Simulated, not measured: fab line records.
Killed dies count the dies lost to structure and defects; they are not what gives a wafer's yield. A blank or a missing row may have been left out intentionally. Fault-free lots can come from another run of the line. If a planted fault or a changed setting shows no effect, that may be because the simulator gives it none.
Which of the tools did it? | flow ritCmos | 13 lots, 39 wafers sampled, at 4 steps of a route of 202

== WHAT THE GAUGES READ, wafer by wafer ==
RIT_SILICIDE_RS_MEAS_02: the measuring method here is four-point-probe. Usual: SILICIDE_TI_RS gives 46.1 ohm/sq (standard deviation 0.42).
lot  | measured    | on           | SILICIDE_TI_RS (ohm/sq) | flag
L254 | day 3 09:02 | filmMetro-02 | 46.6 46.0 46.6          | 
L255 | day 3 16:19 | filmMetro-01 | 46.7 46.3 45.9          | 
L256 | day 3 22:27 | filmMetro-03 | 46.2 46.0 46.1          | 
L257 | day 4 04:03 | filmMetro-01 | 46.1 46.0 45.8          | 
L258 | day 4 06:02 | filmMetro-03 | 46.1 45.6 45.5          | 
L259 | day 4 13:54 | filmMetro-02 | 45.8 45.9 45.8          | 
L260 | day 4 18:55 | filmMetro-01 | 45.8 45.3 45.8          | 
L261 | day 4 21:15 | filmMetro-02 | 46.3 46.3 46.6          | 
L263 | day 5 09:31 | filmMetro-03 | 45.7 46.5 45.3          | 
L270 | day 6 16:26 | filmMetro-01 | 45.8 46.2 46.6          | 
L272 | day 7 09:10 | filmMetro-03 | 45.9 45.8 45.9          | 
L274 | day 7 17:07 | filmMetro-03 | 45.9 46.2 46.2          | 
L275 | day 7 22:41 | filmMetro-01 | 47.2 47.0 46.8          | 

RIT_CONTACT_THK_MEAS_01. Usual: CONTACT_TEOS_THK gives 401 nm (standard deviation 5).
lot  | measured    | on           | CONTACT_TEOS_THK (nm)   | flag
L254 | day 3 09:24 | filmMetro-03 | 401 405 408             | 
L255 | day 3 16:43 | filmMetro-02 | 401 404 407             | 
L256 | day 3 22:51 | filmMetro-04 | 395 404 396             | 
L257 | day 4 04:26 | filmMetro-04 | 398 399 403             | 
L258 | day 4 06:27 | filmMetro-02 | 401 404 401             | 
L259 | day 4 14:19 | filmMetro-02 | 401 398 402             | 
L260 | day 4 19:19 | filmMetro-04 | 391 399 407             | 
L261 | day 4 21:39 | filmMetro-04 | 399 405 407             | 
L263 | day 5 09:55 | filmMetro-03 | 403 405 407             | 
L270 | day 6 16:51 | filmMetro-03 | 217 405 407 217 405 407 | OFF
L272 | day 7 09:34 | filmMetro-02 | 394 399 407             | 
L274 | day 7 17:33 | filmMetro-02 | 392 398 399             | 
L275 | day 7 23:05 | filmMetro-03 | 389 396 401             | 

== WHAT TOOL EACH LOT RAN ON (gives the tool, then ch and the chambers of the sampled wafers, and finally the start) ==
lot  | RIT_SILICIDE_RTA_06            | RIT_CONTACT_CVD_00
L254 | rtpAnneal-01 ch 0, day 3 09:17 | pecvd-01 ch 0,1,2, day 3 09:21
L255 | rtpAnneal-02 ch 0, day 3 16:35 | pecvd-04 ch 0,1,2, day 3 16:40
L256 | rtpAnneal-01 ch 0, day 3 22:44 | pecvd-02 ch 0,1, day 3 22:47
L257 | rtpAnneal-02 ch 0, day 4 04:20 | pecvd-04 ch 1,2, day 4 04:23
L258 | rtpAnneal-01 ch 0, day 4 06:20 | pecvd-02 ch 0,1, day 4 06:24
L259 | rtpAnneal-02 ch 0, day 4 14:11 | pecvd-04 ch 0,1,2, day 4 14:16
L260 | rtpAnneal-01 ch 0, day 4 19:13 | pecvd-02 ch 1,2, day 4 19:16
L261 | rtpAnneal-02 ch 0, day 4 21:32 | pecvd-04 ch 1,2, day 4 21:35
L263 | rtpAnneal-02 ch 0, day 5 09:48 | pecvd-01 ch 0,1,2, day 5 09:52
L270 | rtpAnneal-01 ch 0, day 6 16:44 | pecvd-04 ch 0,1,2, day 6 16:48
L272 | rtpAnneal-01 ch 0, day 7 09:27 | pecvd-01 ch 0,2, day 7 09:31
L274 | rtpAnneal-01 ch 0, day 7 17:25 | pecvd-02 ch 0,2, day 7 17:29
L275 | rtpAnneal-02 ch 0, day 7 22:59 | pecvd-01 ch 0,2, day 7 23:02
- RIT_SILICIDE_RTA_06: time 10 s, ramp up 5 s, ramp down 10 s.
- RIT_CONTACT_CVD_00: deposits SiO2 from TEOS, target thk 400 nm, time 61 s.

== AS READ BY THE TOOLS THEMSELVES (means over the sampled wafers that have a number; for cases with no such wafer, the mark the record gives instead) ==
RIT_SILICIDE_RTA_06. Usual: wafer_temp_C_max 755.1, standard deviation 1.4.
lot  | tool         | wafer_temp_C_max | flag
L254 | rtpAnneal-01 | 755.1            | 
L255 | rtpAnneal-02 | 754.4            | 
L256 | rtpAnneal-01 | 756.7            | 
L257 | rtpAnneal-02 | 753.9            | 
L258 | rtpAnneal-01 | 755.8            | 
L259 | rtpAnneal-02 | 753.4            | 
L260 | rtpAnneal-01 | 755.9            | 
L261 | rtpAnneal-02 | 753.6            | 
L263 | rtpAnneal-02 | 753.9            | 
L270 | rtpAnneal-01 | 757.0            | 
L272 | rtpAnneal-01 | 756.4            | 
L274 | rtpAnneal-01 | 755.1            | 
L275 | rtpAnneal-02 | 754.7            | 

RIT_CONTACT_CVD_00. Usual: heaterPowerW 350 W, standard deviation 45.
lot  | tool     | heaterPowerW (W) | flag
L254 | pecvd-01 | 305              | 
L255 | pecvd-04 | 339              | 
L256 | pecvd-02 | 412              | 
L257 | pecvd-04 | 290              | 
L258 | pecvd-02 | 353              | 
L259 | pecvd-04 | 348              | 
L260 | pecvd-02 | 405              | 
L261 | pecvd-04 | 353              | 
L263 | pecvd-01 | 320              | 
L270 | pecvd-04 | 333              | 
L272 | pecvd-01 | 344              | 
L274 | pecvd-02 | 345              | 
L275 | pecvd-01 | 336              | 

== THE ANSWER, worked out from the rows above alone ==
Rule: lot off if the mean of its wafers having a number is beyond 3 standard deviations from the usual mean. A lot without any number at a reading at which 4 lots or more have one is off too. Where the step has rows for the other lots, those lots are counted as sound. First the gauges in route order, then the tools' own readings, where a lot's mean is used as printed above. The first step at which some lot is off is used, and at that step the reading that is off furthest; a lot without a number counts as furthest.
Off: at RIT_CONTACT_THK_MEAS_01 (CONTACT_TEOS_THK), L270.
If a tool, at a process step before that reading, ran all the lots that are off and no sound lot after the first of them, it fits. Gauges at RIT_CONTACT_THK_MEAS_01: tried the same way as those tools. One fits: pecvd-04 at RIT_CONTACT_CVD_00. A fault onset in the window from L261 (day 4 21:35, its last sound lot) to L270 (day 6 16:48, its first lot off) fits.

== WHAT WAS PUT IN BY THE SIMULATOR ==
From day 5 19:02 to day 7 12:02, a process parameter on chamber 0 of pecvd-04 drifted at RIT_CONTACT_CVD_00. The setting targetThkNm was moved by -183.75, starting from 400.
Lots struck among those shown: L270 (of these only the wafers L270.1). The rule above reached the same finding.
